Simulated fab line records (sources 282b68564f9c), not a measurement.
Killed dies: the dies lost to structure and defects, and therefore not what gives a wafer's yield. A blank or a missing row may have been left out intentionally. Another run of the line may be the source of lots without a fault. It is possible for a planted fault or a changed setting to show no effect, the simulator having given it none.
fab line records    flow rit-cmos
record lots=6  wafers=18  last-day=7
route steps=202 shown ACTIVE@17 FOX1@20 FOX2@23 NWELL@28 M1@202
lots that met no fault: from a run of the same line without faults
start-h: start of the lot's first displayed wafer, in hours after the record's first day    wait-h: how many hours have passed since the lot's step before this one    " repeats the value in the row above    L1.1+2: several wafers, shown together as one row    - no value, or no start given    * or withheld: withheld    < > ~ a bound
route shown NAME@n: names a module that has steps shown in the file, with the first one's number in the route    usual: mean/standard deviation of fault-free wafers    same: alike in all rows    chamber/n: place in a boat    sites: the reading at each site    _std_site: standard deviation of those values    _edge_site: mean of outer sites minus mean of inner sites    radius-mm: for every site, how far away it sits from the centre of the wafer    mask NAME#n: copy n    behind: the last tool/chamber to shape the wafer    hold: the reason the lot was held/the length of the hold in hours/how it ended    device: names the non-switching transistor (n, p or np)    end of line: tests of these same wafers at the route's end    a step without rows: its recipe alone    killed: dies that structure and defects cost at the first sort, which is not the same as the wafer's yield    map: per-die view of a wafer (x killed, . not killed, _ where there is no die)
set.NAME: the setting that was run; set.NAME@STEP: the one run at that earlier step    model.NAME: the simulator's own value behind a step, which no gauge read
lots seen at some steps along the route; tables by step, rows by wafer
## steps
# step RIT_ACTIVE_CLEAN_15
# recipe chemistry=SC1  mix=3:3:50  time-s=600  temp-c=75
# step RIT_ACTIVE_CLEAN_16
# recipe chemistry=dHF  dilution=50:1  time-s=30
# step RIT_ACTIVE_CLEAN_17
# recipe chemistry=SC2  mix=3:3:50  time-s=600  temp-c=75  dry=n2-spin
# step RIT_FOX1_OXIDATION_00
# recipe temp-c=1100  ambient=H2O  target-thk-a=3507  p-h2o-torr=720  ox-time-s=1130
# step RIT_FOX1_THK_MEAS_01
# recipe reads=SiO2_of_FOX1_OXIDATION_00
# usual FOX1_OXIDE_THK=345/5.8
lot.wafer  tool           chamber  start-h  wait-h  FOX1_OXIDE_THK[nm]
L159.1     film-metro-03  -        44.53    0.0     346
L159.2     "              -        "        "       343
L159.6     "              -        "        "       346
L162.2     film-metro-02  -        60.62    0.0     347
L162.3     "              -        "        "       344
L162.4     "              -        "        "       342
L164.2     film-metro-03  -        67.34    0.0     341
L164.3     "              -        "        "       341
L164.5     "              -        "        "       344
L166.2     film-metro-04  -        81.63    0.0     345
L166.4     "              -        "        "       341
L166.5     "              -        "        "       348
L171.2     film-metro-04  -        107.33   0.0     339
L171.4     "              -        "        "       345
L171.6     "              -        "        "       344
L176.1     film-metro-02  -        134.41   0.0     361
L176.2     "              -        "        "       359
L176.3     "              -        "        "       357
# step RIT_FOX1_WET_ETCH_02
# recipe chemistry=BOE  target-depth-nm=350  time-s=390  temp-c=21.5  dry=n2-spin  dilution=10:1  target=SiO2
# step RIT_FOX2_OXIDATION_00
# recipe temp-c=1100  ambient=H2O  target-thk-a=3507  p-h2o-torr=720  ox-time-s=1130
# step RIT_FOX2_THK_MEAS_01
# recipe reads=SiO2_of_FOX2_OXIDATION_00
# usual FOX2_OXIDE_THK=345/6.2
lot.wafer  tool           chamber  start-h  wait-h  FOX2_OXIDE_THK[nm]
L159.1     film-metro-03  -        47.00    0.0     352
L159.2     "              -        "        "       354
L159.6     "              -        "        "       348
L162.2     film-metro-02  -        64.16    0.0     342
L162.3     "              -        "        "       348
L162.4     "              -        "        "       343
L164.2     film-metro-01  -        68.84    0.0     354
L164.3     "              -        "        "       353
L164.5     "              -        "        "       353
L166.2     film-metro-01  -        83.62    0.0     328
L166.4     "              -        "        "       336
L166.5     "              -        "        "       329
L171.2     film-metro-02  -        112.67   0.0     341
L171.4     "              -        "        "       334
L171.6     "              -        "        "       339
L176.1     film-metro-03  -        135.90   0.0     342
L176.2     "              -        "        "       346
L176.3     "              -        "        "       345
# step RIT_FOX2_CLEAN_02
# recipe chemistry=dHF  dilution=50:1  time-s=180
# step RIT_FOX2_WET_ETCH_03
# recipe chemistry=H3PO4  target=Si3N4  target-depth-nm=195  temp-c=165  time-s=2700
# step RIT_FOX2_THK_MEAS_90
# recipe reads=SiO2_of_FOX2_OXIDATION_00
# usual FIELD_OXIDE_LEFT_1_THK=318/6.2
lot.wafer  tool           chamber  start-h  wait-h  FIELD_OXIDE_LEFT_1_THK[nm]
L159.1     film-metro-03  -        47.87    0.0     325
L159.2     "              -        "        "       327
L159.6     "              -        "        "       321
L162.2     film-metro-03  -        65.05    0.0     314
L162.3     "              -        "        "       320
L162.4     "              -        "        "       315
L164.2     film-metro-03  -        69.72    0.0     326
L164.3     "              -        "        "       326
L164.5     "              -        "        "       326
L166.2     film-metro-02  -        84.49    0.0     301
L166.4     "              -        "        "       308
L166.5     "              -        "        "       302
L171.2     film-metro-03  -        113.54   0.0     314
L171.4     "              -        "        "       307
L171.6     "              -        "        "       312
L176.1     film-metro-01  -        136.78   0.0     314
L176.2     "              -        "        "       318
L176.3     "              -        "        "       318
# step RIT_NWELL_HMDS_00
# recipe prime-time-s=60  prime-temp-c=140
# step RIT_NWELL_COAT_01
# recipe resist=NOVOLAK  spin-rpm=2000  resist-thk-nm=1300
lot.wafer  tool            chamber  start-h  wait-h  model.NOVOLAK_of_NWELL_COAT_01.thk-nm
L159.1     litho-track-01  0        48.08    0.1     1298
L159.2     "               0        "        "       1299
L159.6     "               0        "        "       1300
L162.2+4   litho-track-01  0        65.27    0.1     1301
L162.3     "               0        "        "       1299
L164.2     litho-track-01  0        69.99    0.1     1326
L164.3     "               0        "        "       1324
L164.5     "               0        "        "       1328
L166.2     litho-track-01  0        84.72    0.1     1315
L166.4     "               0        "        "       1317
L166.5     "               0        "        "       1318
L171.2     litho-track-03  0        113.77   0.1     1302
L171.4     "               0        "        "       1301
L171.6     "               0        "        "       1304
L176.1     litho-track-04  0        137.30   0.1     1299
L176.2+3   "               0        "        "       1301
# step RIT_NWELL_SOFTBAKE_02
# recipe resist=NOVOLAK  temp-c=90  time-s=60
# step RIT_NWELL_EXPOSE_03
# recipe mask-id=M2  na=0.57  target-cd-nm=43900  dose-mj=250
# step RIT_NWELL_PEB_04
# recipe resist=NOVOLAK  temp-c=withheld  time-s=withheld
# step RIT_NWELL_DEVELOP_05
# recipe resist=NOVOLAK  develop-time-s=68  dev-temp-c=23
# step RIT_NWELL_OVL_MEAS_06
# usual NWELL_OVL=-1.2/1.4
lot.wafer  tool        chamber  start-h  wait-h  NWELL_OVL[nm]
L159.1     overlay-02  -        48.81    -       2.1
L159.2     "           -        "        "       0.1
L159.6     "           -        "        "       0.9
L162.2     overlay-02  -        65.98    -       -2.1
L162.3     "           -        "        "       -1.6
L162.4     "           -        "        "       -1.4
L164.2     overlay-01  -        70.85    -       -0.2
L164.3     "           -        "        "       1.7
L164.5     "           -        "        "       0.3
L166.2     overlay-02  -        85.43    -       -2.2
L166.4     "           -        "        "       -0.6
L166.5     "           -        "        "       -0.5
L171.2     overlay-01  -        114.61   -       0.0
L171.4     "           -        "        "       0.4
L171.6     "           -        "        "       -1.2
L176.1     overlay-02  -        138.35   -       -2.0
L176.2     "           -        "        "       -2.5
L176.3     "           -        "        "       -0.1
# step RIT_NWELL_HARDBAKE_07
# recipe resist=NOVOLAK  temp-c=140  time-s=120
lot.wafer  tool            chamber  start-h  wait-h  model.NOVOLAK_of_NWELL_COAT_01.thk-nm
L159.1+2   litho-track-03  0        48.85    0.0     1136
L159.6     "               0        "        "       1137
L162.2     litho-track-03  0        66.06    0.1     1138
L162.3     "               0        "        "       1136
L162.4     "               0        "        "       1137
L164.2     litho-track-04  0        70.92    0.1     1159
L164.3     "               0        "        "       1158
L164.5     "               0        "        "       1161
L166.2     litho-track-03  0        85.50    0.1     1150
L166.4+5   "               0        "        "       1152
L171.2     litho-track-03  0        114.68   0.1     1139
L171.4     "               0        "        "       1138
L171.6     "               0        "        "       1140
L176.1     litho-track-04  0        138.63   0.3     1136
L176.2+3   "               0        "        "       1138
# step RIT_NWELL_IMPLANT_08
# recipe species=P  energy-kev=170  dose-cm2=4.932e+13  tilt-deg=7
# step RIT_M1_PROBE_99
# usual killed-at-front-end=6.6/2.9  killed-dies=6.7/3  killed-open=3.5/2.1  killed-short=3.2/1.8
# same gross-dies=264  killed_at_M0_to_M3=0  killed_at_M4_up=0  killed-at-back-side=0  killed-at-contacts=0  killed-at-other=0
lot.wafer  tool       chamber  start-h  wait-h  killed-at-front-end  killed-dies  killed-open  killed-short
L159.1     prober-02  -        86.26    0.1     8                    8            2            6
L159.2     prober-02  -        86.31    0.1     3                    3            2            1
L159.6     prober-02  -        86.51    0.2     3                    3            1            2
L162.2     prober-02  -        106.69   0.1     6                    6            4            2
L162.3     prober-02  -        106.74   0.2     10                   10           8            2
L162.4     prober-02  -        106.79   0.2     13                   13           9            4
L164.2     prober-02  -        112.56   0.1     5                    5            2            3
L164.3     prober-02  -        112.61   0.2     7                    7            3            4
L164.5     prober-02  -        112.71   0.2     9                    9            4            5
L166.2     prober-02  -        138.10   0.1     5                    5            3            2
L166.4     prober-02  -        138.20   0.2     2                    2            0            2
L166.5     prober-02  -        138.25   0.2     6                    6            4            2
L171.2     prober-01  -        155.82   0.1     8                    8            4            4
L171.4     prober-01  -        155.92   0.2     6                    6            4            2
L171.6     prober-01  -        156.02   0.2     6                    6            5            1
L176.1     prober-01  -        179.83   0.1     7                    7            3            4
L176.2     prober-01  -        179.88   0.1     1                    1            1            0
L176.3     prober-01  -        179.93   0.2     8                    8            6            2
# killed by level:class
L159.1 FOX2:geometric-particle:short=5 FOX2:geometric-particle:open=1 GATE:geometric-particle:short=1 GATE:geometric-particle:open=1
L159.2 GATE:geometric-particle:short=1 GATE:geometric-particle:open=1 SPACER:geometric-particle:open=1
L159.6 FOX1:geometric-particle:short=1 GATE:geometric-particle:short=1 GATE:geometric-particle:open=1
L162.2 GATE:geometric-particle:open=2 FOX2:geometric-particle:short=1 GATE:geometric-particle:short=1 REOX:geometric-particle:open=1 SPACER:geometric-particle:open=1
L162.3 GATE:geometric-particle:open=4 GATE:geometric-particle:short=2 FOX1:geometric-particle:open=1 REOX:geometric-particle:open=1 SPACER:geometric-particle:open=1 SILICIDE:geometric-particle:open=1
L162.4 REOX:geometric-particle:open=4 FOX1:geometric-particle:open=2 FOX1:geometric-particle:short=1 GATE:geometric-particle:open=1 GATE:geometric-particle:short=1 REOX:geometric-particle:short=1 SPACER:geometric-particle:short=1 SPACER:geometric-particle:open=1
L164.2 SPACER:geometric-particle:short=2 FOX1:geometric-particle:open=1 FOX2:geometric-particle:open=1 GATE:geometric-particle:short=1
L164.3 FOX1:geometric-particle:short=1 FOX2:geometric-particle:short=1 GATE:geometric-particle:open=1 REOX:geometric-particle:short=1 SPACER:geometric-particle:short=1 SPACER:geometric-particle:open=1 SILICIDE:geometric-particle:open=1
L164.5 GATE:geometric-particle:open=3 GATE:geometric-particle:short=2 FOX1:geometric-particle:short=1 FOX2:geometric-particle:short=1 REOX:geometric-particle:open=1 SPACER:geometric-particle:short=1
L166.2 GATE:geometric-particle:open=1 GATE:geometric-particle:short=1 REOX:geometric-particle:open=1 SPACER:geometric-particle:short=1 SILICIDE:geometric-particle:open=1
L166.4 GATE:geometric-particle:short=1 SPACER:geometric-particle:short=1
L166.5 FOX1:geometric-particle:open=2 SPACER:geometric-particle:short=2 ACTIVE:geometric-particle:open=1 SPACER:geometric-particle:open=1
L171.2 GATE:geometric-particle:short=4 GATE:geometric-particle:open=4
L171.4 GATE:geometric-particle:open=3 FOX1:geometric-particle:open=1 FOX2:geometric-particle:short=1 GATE:geometric-particle:short=1
L171.6 SPACER:geometric-particle:open=4 GATE:geometric-particle:open=1 GATE:geometric-particle:short=1
L176.1 FOX1:geometric-particle:short=1 FOX1:geometric-particle:open=1 FOX2:geometric-particle:short=1 GATE:geometric-particle:open=1 SPACER:geometric-particle:open=1 SPACER:geometric-particle:short=1 SILICIDE:geometric-particle:short=1
L176.2 SPACER:geometric-particle:open=1
L176.3 GATE:geometric-particle:open=3 FOX1:geometric-particle:open=1 FOX2:geometric-particle:short=1 GATE:geometric-particle:short=1 SPACER:geometric-particle:open=1 SILICIDE:geometric-particle:open=1
## key
first-sign none at tools or gauges
model-effect step=RIT_NWELL_COAT_01  value=NOVOLAK_of_NWELL_COAT_01.thk-nm  without=1299  struck=1321
model-effect step=RIT_NWELL_HARDBAKE_07  value=NOVOLAK_of_NWELL_COAT_01.thk-nm  without=1136  struck=1155
met-at RIT_NWELL_COAT_01
struck-wafers L164.2,L164.3,L164.5,L166.2,L166.4,L166.5
tester-left-out L164,L166
onset-between 65.27 69.99
fault kind=process-parameter-drift  tool=litho-track-01  chamber=-  onset-h=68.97  steps=RIT_NWELL_COAT_01  channel=resist-thk-nm  offset=21.86  shape=step  end-h=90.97  acts-in=these-recipes-only  stated=1300
# tester-left-out: of these lots the tester's yield and bins aren't shown, on N5 and GAA mostly nor the transistor test; their killed dies are dies lost to structure and defects alone, not to doping, threshold or leakage, so they don't give the yield
